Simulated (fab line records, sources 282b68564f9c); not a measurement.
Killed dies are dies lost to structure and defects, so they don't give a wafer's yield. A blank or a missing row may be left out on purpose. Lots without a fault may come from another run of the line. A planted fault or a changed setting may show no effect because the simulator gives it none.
fab line records | flow rit_cmos
record lots=6 wafers=18 last_day=7
route steps=202 shown PLDD@116 SPACER@125 NSD@131 M1@202
lots that met no fault: from a run of the same line without faults
start_h: hours from the record's first day to the start of the lot's first wafer shown | wait_h: hours since the lot's step before | " the same as in the row above | L1.1+2: a row that stands for several wafers | - no value, or no start given | * or withheld: withheld | < > ~ a bound
route shown NAME@n: a module of which the file shows steps, and the number in the route of the first | usual: mean/standard deviation of fault-free wafers | same: alike in all rows | chamber/n: place in a boat | sites: the reading at each site | _std_site: their standard deviation | _edge_site: outer sites' mean less inner sites' | radius_mm: how far each site lies from the wafer's centre | mask NAME#n: copy n | behind: the tool/chamber that last shaped the wafer | hold: why the lot was held/for how many hours/how that ended | device: the transistor (n, p or np) that didn't switch | end of line: the same wafers' tests at the end of the route | a step without rows: its recipe alone | killed: dies lost to structure and defects at the first sort, not the wafer's yield | map: a wafer's dies, x killed, . not, _ none there
set.NAME: the setting as run; set.NAME@STEP: as run at that earlier step | model.NAME: the simulator's own value behind a step, which no gauge read
lots at some steps of the route; a table a step, a row a wafer
services: from which hour (start_h, from the record's first day; less than 0 if before it) a tool's chamber was out of use, for how many hours, and why
## steps
# step RIT_PLDD_SOFTBAKE_02
# recipe resist=NOVOLAK temp_c=90 time_s=60
# step RIT_PLDD_EXPOSE_03
# recipe mask_id=M8 na=0.57 target_cd_nm=40900 dose_mj=250
# step RIT_PLDD_PEB_04
# recipe resist=NOVOLAK temp_c=withheld time_s=withheld
# step RIT_PLDD_DEVELOP_05
# recipe resist=NOVOLAK develop_time_s=50 dev_temp_c=23
# step RIT_PLDD_OVL_MEAS_06
# usual PLDD_OVL=-0.1/1.6
# columns lot.wafer tool chamber start_h wait_h PLDD_OVL[nm]
L291.1 overlay-02 - 54.85 - 2.7
L291.4 " - " " 0.9
L291.5 " - " " -0.4
L293.1 overlay-01 - 65.84 - 0.1
L293.3 " - " " -1.0
L293.5 " - " " 1.2
L299.1 overlay-01 - 98.63 - -0.7
L299.2 " - " " 0.9
L299.3 " - " " -0.5
L304.1 overlay-02 - 123.18 - -1.0
L304.2 " - " " 1.0
L304.6 " - " " 0.8
L309.2 overlay-01 - 150.43 - -1.2
L309.4 " - " " -0.7
L309.6 " - " " -2.2
L312.1 overlay-02 - 163.90 - 0.0
L312.3 " - " " 2.5
L312.5 " - " " 0.9
# step RIT_PLDD_HARDBAKE_07
# recipe resist=NOVOLAK temp_c=140 time_s=60
# step RIT_PLDD_IMPLANT_08
# recipe species=BF2 energy_kev=20 dose_cm2=9e+14 tilt_deg=7
# step RIT_PLDD_STRIP_09
# recipe chemistry=O2 time_s=180 resist=NOVOLAK platen_temp_c=withheld power_w=500 pressure_mtorr=4000 o2_flow_sccm=4000
# usual drypump_motor_current_A=5.49/0.17
# columns lot.wafer tool chamber start_h wait_h drypump_motor_current_A rf_hours_counter_h
L291.1 plasma_asher-02 1 55.18 0.1 5.49 40
L291.4 " 1 " " 5.51 -
L291.5 " 1 " " 5.51 -
L293.1 plasma_asher-01 0 66.18 0.1 5.63 27
L293.3 " 1 " " 5.13 -
L293.5 " 0 " " 5.65 -
L299.1 plasma_asher-01 1 99.08 0.1 5.12 30
L299.2 " 0 " " 5.68 30
L299.3 " 0 " " 5.69 -
L304.1 plasma_asher-02 0 123.52 0.1 5.45 48
L304.2 " 1 " " 5.49 48
L304.6 " 0 " " 5.50 -
L309.2 plasma_asher-02 0 150.76 0.1 5.46 50
L309.4 " 0 " " 5.45 -
L309.6 " 0 " " 5.46 -
L312.1 plasma_asher-01 0 164.43 0.1 5.65 38
L312.3 " 1 " " 5.13 -
L312.5 " 0 " " 5.67 -
# step RIT_PLDD_TW_MEAS_10
# usual PLDD_TW=2342/11
# columns lot.wafer tool chamber start_h wait_h PLDD_TW
L291.1 film_metro-02 - 55.36 0.1 2353
L291.4 " - " " 2341
L291.5 " - " " 2355
L293.1 film_metro-03 - 66.35 0.1 2338
L293.3 " - " " 2338
L293.5 " - " " 2324
L299.1 film_metro-02 - 99.26 0.1 2335
L299.2 " - " " 2323
L299.3 " - " " 2340
L304.1 film_metro-03 - 123.69 0.1 2326
L304.2 " - " " 2345
L304.6 " - " " 2344
L309.2 film_metro-02 - 150.95 0.1 2327
L309.4 " - " " 2348
L309.6 " - " " 2341
L312.1 film_metro-04 - 164.61 0.1 2344
L312.3 " - " " 2349
L312.5 " - " " 2344
# step RIT_SPACER_CLEAN_00
# recipe chemistry=SC1 mix=3:3:50 time_s=600 temp_c=75
# step RIT_SPACER_CLEAN_01
# recipe chemistry=dHF dilution=50:1 time_s=30
# step RIT_SPACER_CLEAN_02
# recipe chemistry=SC2 mix=3:3:50 time_s=600 temp_c=75 dry=n2_spin
# step RIT_SPACER_CVD_03
# recipe material=Si3N4 target_thk_nm=250 temp_c=810 precursor=SiH2Cl2/NH3 time_s=3300 pressure_mtorr=300 sih2cl2_flow_sccm=60 nh3_flow_sccm=150
# usual zone_power_centre_pct=36/5.8
# columns lot.wafer tool chamber start_h wait_h zone_power_centre_pct
L291.1 lpcvd-02 1 56.29 0.5 39
L291.4 " 1 " " 41
L291.5 " 1 " " 41
L293.1 lpcvd-01 0 66.78 0.0 41
L293.3 " 0 " " 40
L293.5 " 0 " " 41
L299.1 lpcvd-02 0 99.68 0.0 40
L299.2 " 0 " " 40
L299.3 " 0 " " 40
L304.1 lpcvd-02 0 124.15 0.0 40
L304.2 " 0 " " 40
L304.6 " 0 " " 39
L309.2 lpcvd-01 1 151.40 0.0 28
L309.4 " 1 " " 28
L309.6 " 1 " " 28
L312.1 lpcvd-01 1 165.04 0.0 28
L312.3 " 1 " " 28
L312.5 " 1 " " 28
# step RIT_SPACER_THK_MEAS_04
# recipe reads=Si3N4_of_SPACER_CVD_03
# usual SPACER_NITRIDE_THK=250.4/2.4
# columns lot.wafer tool chamber start_h wait_h SPACER_NITRIDE_THK[nm]
L291.1 film_metro-03 - 58.21 0.0 245.7
L291.4 " - " " 245.4
L291.5 " - " " 246.2
L293.1 film_metro-02 - 68.70 0.0 250.1
L293.3 " - " " 248.6
L293.5 " - " " 248.8
L299.1 film_metro-03 - 101.60 0.0 192.2
L299.2 " - " " 191.9
L299.3 " - " " 193.6
L304.1 film_metro-02 - 126.07 0.0 191.0
L304.2 " - " " 188.7
L304.6 " - " " 189.1
L309.2 film_metro-02 - 153.32 0.0 249.5
L309.4 " - " " 247.3
L309.6 " - " " 249.4
L312.1 film_metro-01 - 167.91 0.0 251.6
L312.3 " - " " 251.9
L312.5 " - " " 251.5
# step RIT_SPACER_ETCHBACK_05
# recipe target_depth_a=2500 SF6_flow_sccm=30 CHF3_flow_sccm=30 target=Si3N4 chemistry=SF6/CHF3 pressure_mtorr=40 rf_w=250 time_s=240 stop_on=SiO2
# usual drypump_motor_current_A=5.6/0.56 oes_product_au=0.841/0.012 throttle_valve_pct=10.27/0.16
# columns lot.wafer tool chamber start_h wait_h drypump_motor_current_A oes_product_au rf_hours_counter_h throttle_valve_pct
L291.1 rie_diel-03 0 58.27 0.1 5.8 0.850 49 10.35
L291.4 " 1 " " 6.0 0.828 122 10.02
L291.5 " 0 " " 5.8 0.857 - 10.34
L293.1 rie_diel-03 1 68.76 0.1 6.0 0.834 123 10.02
L293.3 " 0 " " 5.8 0.867 49 10.34
L293.5 " 0 " " 5.8 0.851 - 10.36
L299.1 rie_diel-04 0 101.66 0.1 5.6 0.702 9 10.49
L299.2 " 2 " " 4.6 0.689 103 10.01
L299.3 " 1 " " 5.6 0.701 123 10.19
L304.1 rie_diel-02 1 126.13 0.1 4.7 0.706 152 10.16
L304.2 " 3 " " 5.9 0.682 28 10.41
L304.6 " 1 " " 4.7 0.695 - 10.17
L309.2 rie_diel-02 3 153.37 0.0 5.9 0.827 28 10.45
L309.4 " 1 " " 4.7 0.861 0 10.22
L309.6 " 1 " " 4.7 0.869 - 10.22
L312.1 rie_diel-04 3 167.97 0.1 6.7 0.857 143 10.29
L312.3 " 0 " " 5.6 0.852 10 10.54
L312.5 " 2 " " 4.6 0.836 - 10.04
# step RIT_NSD_HMDS_00
# recipe prime_time_s=60 prime_temp_c=140
# step RIT_M1_PROBE_99
# usual killed_at_M0_to_M3=0.0/0.083 killed_at_front_end=6.7/2.7 killed_dies=6.7/2.7 killed_on_rim=1.8/1.2 killed_open=3.2/1.8 killed_short=3.5/1.9
# same gross_dies=264 killed_at_M4_up=0 killed_at_back_side=0 killed_at_contacts=0 killed_at_other=0
# columns lot.wafer tool chamber start_h wait_h killed_at_M0_to_M3 killed_at_front_end killed_dies killed_on_rim killed_open killed_short
L293.1 prober-01 - 79.87 0.1 0 10 10 3 5 5
L293.3 prober-01 - 79.97 0.2 0 9 9 3 4 5
L293.5 prober-01 - 80.07 0.2 1 4 5 1 2 3
L299.1 prober-02 - 112.75 0.1 0 19 19 16 2 3
L299.2 prober-02 - 112.80 0.1 0 28 28 23 3 4
L299.3 prober-02 - 112.85 0.2 0 23 23 18 3 4
L304.1 prober-01 - 137.57 0.1 0 24 24 17 5 4
L304.2 prober-01 - 137.62 0.1 0 19 19 14 5 2
L304.6 prober-01 - 137.82 0.2 0 22 22 15 6 2
# killed by level:class
L293.1 FOX1:geometric_particle:short=2 SPACER:geometric_particle:open=2 FOX1:geometric_particle:open=1 REOX:geometric_particle:open=1 REOX:geometric_particle:short=1 SPACER:geometric_particle:short=1 SILICIDE:geometric_particle:short=1 SILICIDE:geometric_particle:open=1
L293.3 SPACER:geometric_particle:short=4 SILICIDE:geometric_particle:open=2 GATE:geometric_particle:open=1 SPACER:geometric_particle:open=1 SILICIDE:geometric_particle:short=1
L293.5 GATE:geometric_particle:short=1 REOX:geometric_particle:open=1 REOX:geometric_particle:short=1 SILICIDE:geometric_particle:open=1 M1:geometric_particle:short=1
L299.1 SPACER:area_cvd=14 GATE:geometric_particle:open=1 GATE:geometric_particle:short=1 REOX:geometric_particle:short=1 SILICIDE:geometric_particle:short=1 SILICIDE:geometric_particle:open=1
L299.2 SPACER:area_cvd=21 GATE:geometric_particle:short=4 GATE:geometric_particle:open=1 SPACER:geometric_particle:open=1 SILICIDE:geometric_particle:open=1
L299.3 SPACER:area_cvd=16 FOX2:geometric_particle:short=2 SILICIDE:geometric_particle:short=2 FOX2:geometric_particle:open=1 GATE:geometric_particle:open=1 SILICIDE:geometric_particle:open=1
L304.1 SPACER:area_cvd=15 GATE:geometric_particle:open=2 FOX1:geometric_particle:open=1 FOX1:geometric_particle:short=1 FOX2:geometric_particle:short=1 GATE:geometric_particle:short=1 SPACER:geometric_particle:open=1 SILICIDE:geometric_particle:open=1
L304.2 SPACER:area_cvd=12 SPACER:geometric_particle:open=3 GATE:geometric_particle:short=1 GATE:geometric_particle:open=1 REOX:geometric_particle:open=1 SILICIDE:geometric_particle:short=1
L304.6 SPACER:area_cvd=14 SPACER:geometric_particle:open=2 SILICIDE:geometric_particle:short=2 FOX1:geometric_particle:open=1 FOX2:geometric_particle:open=1 GATE:geometric_particle:open=1 REOX:geometric_particle:open=1
# map L299.2 (x killed, . not)
________....xx._______
_____x...........x____
____x..............___
___.x...............__
__x................xx_
__..................x_
_x....................
_....x...............x
_.....................
_x...x............x...
__..........x........_
__x.................._
___x.x.............x__
____x.............x___
_____x..........xx____
________xx....._______
# map L304.1 (x killed, . not)
________......._______
_____x.........x.x____
____x..............___
___................x__
__..................._
__..................._
_x...................x
_.....................
_............x.......x
_x........x.......x...
__..................._
__x..........x.....x._
___..............x..__
____x.x........x...___
_____.............____
________x.x.xxx_______
## services
# columns tool chamber start_h hours kind
lpcvd-01 - 44.17 0.4 repair
rie_diel-04 3 67.73 3.4 repair
rie_diel-03 0 71.79 4.9 repair
lpcvd-02 - 104.20 14.6 pm
rie_diel-03 1 123.37 3.4 repair
rie_diel-02 1 133.62 - clean
rie_diel-02 1 133.62 19.7 scheduled_down
rie_diel-02 1 133.62 19.7 vent_cycle
lpcvd-01 - 153.47 1.5 repair
rie_diel-03 - 155.37 14.6 pm
## key
first_sign step=RIT_SPACER_THK_MEAS_04 reading=SPACER_NITRIDE_THK direction=down sigmas=25 usual=250.4 struck=191.1
effect step=RIT_SPACER_ETCHBACK_05 reading=oes_product_au direction=down sigmas=12 usual=0.841 struck=0.696
effect step=RIT_M1_PROBE_99 reading=killed_at_front_end direction=up sigmas=5.9 usual=6.7 struck=22.5
more_kills_born_at RIT_SPACER_CVD_03@lpcvd-02=92
met_at RIT_SPACER_CVD_03
struck_wafers L299.1,L299.2,L299.3,L304.1,L304.2,L304.6
tester_left_out L299,L304
fault kind=site_profile_drift tool=lpcvd-02 chamber=0 onset_h=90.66 steps=RIT_SPACER_CVD_03 basis=fraction max_abs_drift=0.52797 slope_share_per_hr=117.33 site_pattern=0,0,0,0,0,-1,-1,-1,-1
# tester_left_out: of these lots the tester's yield and bins aren't shown, on N5 and GAA mostly nor the transistor test; their killed dies are dies lost to structure and defects alone, not to doping, threshold or leakage, so they don't give the yield
